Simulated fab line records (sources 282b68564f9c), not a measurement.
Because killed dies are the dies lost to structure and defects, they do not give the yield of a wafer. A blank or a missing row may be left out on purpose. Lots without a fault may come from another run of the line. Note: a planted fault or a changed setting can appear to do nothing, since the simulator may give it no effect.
What tool caused it? || flow rit-cmos || 12 lots with 36 wafers sampled at 4 steps, on a route of 202 steps

== WHAT THE GAUGES SHOWED, per wafer ==
RIT_NLDD_OVL_MEAS_06.
{"lot": "L969", "measured": "day 2 16:50", "on": "overlay-02", "NLDD_OVL (nm)": "0.8 0.9 1.0"}
{"lot": "L970", "measured": "day 2 23:16", "on": "overlay-01", "NLDD_OVL (nm)": "-0.7 -0.5 0.8"}
{"lot": "L971", "measured": "day 3 03:49", "on": "overlay-01", "NLDD_OVL (nm)": "-1.4 1.0 0.2"}
{"lot": "L972", "measured": "day 3 09:19", "on": "overlay-01", "NLDD_OVL (nm)": "2.9 1.8 1.9"}
{"lot": "L973", "measured": "day 3 13:55", "on": "overlay-02", "NLDD_OVL (nm)": "1.2 2.0 0.6"}
{"lot": "L976", "measured": "day 4 04:35", "on": "overlay-02", "NLDD_OVL (nm)": "-0.7 1.6 1.0"}
{"lot": "L977", "measured": "day 4 10:13", "on": "overlay-02", "NLDD_OVL (nm)": "1.5 1.3 1.0"}
{"lot": "L983", "measured": "day 5 16:06", "on": "overlay-01", "NLDD_OVL (nm)": "1.1 -0.5 -0.3"}
{"lot": "L984", "measured": "day 5 20:52", "on": "overlay-02", "NLDD_OVL (nm)": "0.7 2.2 0.7"}
{"lot": "L985", "measured": "day 6 01:21", "on": "overlay-01", "NLDD_OVL (nm)": "4.6 4.0 3.4"}
{"lot": "L986", "measured": "day 6 05:44", "on": "overlay-01", "NLDD_OVL (nm)": "2.9 1.0 2.6"}
{"lot": "L992", "measured": "day 7 11:38", "on": "overlay-02", "NLDD_OVL (nm)": "2.5 -0.1 0.1"}

RIT_M1_CD_MEAS_09: the cd target is 2600 nm.
{"lot": "L969", "measured": "day 3 05:36", "on": "cd-sem-01", "cd-nm (nm)": "2602.9 2602.8 2603.7"}
{"lot": "L970", "measured": "day 3 11:52", "on": "cd-sem-02", "cd-nm (nm)": "2597.5 2597.2 2598.2"}
{"lot": "L971", "measured": "day 3 16:56", "on": "cd-sem-02", "cd-nm (nm)": "2602.7 2602.5 2601.6"}
{"lot": "L972", "measured": "day 3 22:25", "on": "cd-sem-01", "cd-nm (nm)": "2600.4 2600.3 2602.2"}
{"lot": "L973", "measured": "day 4 02:34", "on": "cd-sem-01", "cd-nm (nm)": "2602.2 2601.6 2602.8"}
{"lot": "L976", "measured": "day 4 17:45", "on": "cd-sem-02", "cd-nm (nm)": "2601.5 2602.8 2601.8"}
{"lot": "L977", "measured": "day 4 23:13", "on": "cd-sem-01", "cd-nm (nm)": "2598.5 2599.7 2596.4"}
{"lot": "L983", "measured": "day 6 04:50", "on": "cd-sem-02", "cd-nm (nm)": "2600.5 2600.2 2601.5"}
{"lot": "L984", "measured": "day 6 09:44", "on": "cd-sem-01", "cd-nm (nm)": "2600.2 2599.0 2599.6"}
{"lot": "L985", "measured": "day 6 14:31", "on": "cd-sem-01", "cd-nm (nm)": "2598.1 2597.7 2597.3"}
{"lot": "L986", "measured": "day 6 18:57", "on": "cd-sem-02", "cd-nm (nm)": "2600.4 2598.1 2599.4"}
{"lot": "L992", "measured": "day 8 00:16", "on": "cd-sem-01", "cd-nm (nm)": "2603.3 2602.6 2600.7"}

== EACH LOT AND THE TOOL THAT RAN IT (in order: tool; ch and the chambers of the sampled wafers; start) ==
{"lot": "L969", "RIT_PLDD_COAT_01": "litho-track-01 ch 0, day 2 17:36", "RIT_CONTACT_STRIP_12": "plasma-asher-04 ch 0,1, day 3 03:34"}
{"lot": "L970", "RIT_PLDD_COAT_01": "litho-track-04 ch 0, day 3 00:03", "RIT_CONTACT_STRIP_12": "plasma-asher-01 ch 0,1, day 3 09:38"}
{"lot": "L971", "RIT_PLDD_COAT_01": "litho-track-04 ch 0, day 3 04:33", "RIT_CONTACT_STRIP_12": "plasma-asher-02 ch 0,1, day 3 14:38"}
{"lot": "L972", "RIT_PLDD_COAT_01": "litho-track-04 ch 0, day 3 10:04", "RIT_CONTACT_STRIP_12": "plasma-asher-04 ch 0,1, day 3 20:26"}
{"lot": "L973", "RIT_PLDD_COAT_01": "litho-track-04 ch 0, day 3 14:38", "RIT_CONTACT_STRIP_12": "plasma-asher-04 ch 0,1, day 4 00:30"}
{"lot": "L976", "RIT_PLDD_COAT_01": "litho-track-03 ch 0, day 4 05:20", "RIT_CONTACT_STRIP_12": "plasma-asher-04 ch 0,1, day 4 15:23"}
{"lot": "L977", "RIT_PLDD_COAT_01": "litho-track-03 ch 0, day 4 11:07", "RIT_CONTACT_STRIP_12": "plasma-asher-02 ch 0,1, day 4 21:11"}
{"lot": "L983", "RIT_PLDD_COAT_01": "litho-track-04 ch 0, day 5 16:52", "RIT_CONTACT_STRIP_12": "plasma-asher-01 ch 0,1, day 6 02:44"}
{"lot": "L984", "RIT_PLDD_COAT_01": "litho-track-04 ch 0, day 5 21:40", "RIT_CONTACT_STRIP_12": "plasma-asher-02 ch 0,1, day 6 07:40"}
{"lot": "L985", "RIT_PLDD_COAT_01": "litho-track-01 ch 0, day 6 02:16", "RIT_CONTACT_STRIP_12": "plasma-asher-02 ch 0,1, day 6 12:24"}
{"lot": "L986", "RIT_PLDD_COAT_01": "litho-track-04 ch 0, day 6 06:36", "RIT_CONTACT_STRIP_12": "plasma-asher-01 ch 0,1, day 6 16:49"}
{"lot": "L992", "RIT_PLDD_COAT_01": "litho-track-01 ch 0, day 7 12:22", "RIT_CONTACT_STRIP_12": "plasma-asher-04 ch 0,1, day 7 22:08"}
- RIT_PLDD_COAT_01: resist thk 1000 nm.
- RIT_CONTACT_STRIP_12: strips in O2, time 180 s.

== WHAT THE TOOLS THEMSELVES READ (means of the sampled wafers that have a number; where no wafer has one, the mark that the record gives instead) ==
RIT_PLDD_COAT_01.
{"lot": "L969", "tool": "litho-track-01", "spin-speed-rpm (rpm)": 3247.3}
{"lot": "L970", "tool": "litho-track-04", "spin-speed-rpm (rpm)": 3250.4}
{"lot": "L971", "tool": "litho-track-04", "spin-speed-rpm (rpm)": 3251.0}
{"lot": "L972", "tool": "litho-track-04", "spin-speed-rpm (rpm)": 3250.4}
{"lot": "L973", "tool": "litho-track-04", "spin-speed-rpm (rpm)": 3250.3}
{"lot": "L976", "tool": "litho-track-03", "spin-speed-rpm (rpm)": 3178.2}
{"lot": "L977", "tool": "litho-track-03", "spin-speed-rpm (rpm)": 3178.0}
{"lot": "L983", "tool": "litho-track-04", "spin-speed-rpm (rpm)": 3249.7}
{"lot": "L984", "tool": "litho-track-04", "spin-speed-rpm (rpm)": 3250.3}
{"lot": "L985", "tool": "litho-track-01", "spin-speed-rpm (rpm)": 3252.2}
{"lot": "L986", "tool": "litho-track-04", "spin-speed-rpm (rpm)": 3250.7}
{"lot": "L992", "tool": "litho-track-01", "spin-speed-rpm (rpm)": 3252.3}

RIT_CONTACT_STRIP_12.
{"lot": "L969", "tool": "plasma-asher-04", "drypump-motor-current-A (A)": 5.0}
{"lot": "L970", "tool": "plasma-asher-01", "drypump-motor-current-A (A)": 5.3}
{"lot": "L971", "tool": "plasma-asher-02", "drypump-motor-current-A (A)": 5.7}
{"lot": "L972", "tool": "plasma-asher-04", "drypump-motor-current-A (A)": 5.0}
{"lot": "L973", "tool": "plasma-asher-04", "drypump-motor-current-A (A)": 5.4}
{"lot": "L976", "tool": "plasma-asher-04", "drypump-motor-current-A (A)": 5.4}
{"lot": "L977", "tool": "plasma-asher-02", "drypump-motor-current-A (A)": 6.2}
{"lot": "L983", "tool": "plasma-asher-01", "drypump-motor-current-A (A)": 5.2}
{"lot": "L984", "tool": "plasma-asher-02", "drypump-motor-current-A (A)": 6.2}
{"lot": "L985", "tool": "plasma-asher-02", "drypump-motor-current-A (A)": 6.2}
{"lot": "L986", "tool": "plasma-asher-01", "drypump-motor-current-A (A)": 5.3}
{"lot": "L992", "tool": "plasma-asher-04", "drypump-motor-current-A (A)": 5.0}

== THE ANSWER, worked out from the rows above alone ==
Rule: what is usual is taken from the lots themselves. The widest of any qualifying gaps counts: lots, ordered by their means at a reading, are off when they make up no more than a third of the lots, leave a main group of 4 or more, and stand apart from it by 3 or more times the standard deviation of that group's means. The tables above print the reading to a certain number of digits; a main group whose means all agree to those digits is not used. Also off: a lot with no number at a reading for which 4 or more lots have one. Any other lot the step has rows for is counted as sound. After the gauges, taken in route order, come the tools' own readings; for these a lot's mean is taken, as printed above. The first step at which some lot is off is used, and at that step the reading that is off furthest; a lot without a number counts as furthest.
Off: L976, L977, at RIT_PLDD_COAT_01 (spin-speed-rpm). Main group: mean 3250.5 rpm, sd 1.3.
If a tool, at that step or one of the process steps before it, ran each lot that is off and ran no sound lot following the first of them, it fits. One candidate fits, namely litho-track-03 at RIT_PLDD_COAT_01. It ran no sound lot before its first lot that is off in this sample, so the start can't be narrowed down.
The tool's own readings at RIT_PLDD_COAT_01 bear it out: on the lots that are off they differ by more than 5 times the standard deviation of the sound lots' means. spin-speed-rpm reads 3178.1 rpm there against 3250.5 rpm on the sound lots.

== WHAT THE SIMULATOR PUT IN ==
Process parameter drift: litho-track-03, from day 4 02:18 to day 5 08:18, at RIT_PLDD_COAT_01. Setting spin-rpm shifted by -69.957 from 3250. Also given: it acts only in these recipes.
Lots struck among those shown: L976, L977. Same finding as the rule above.
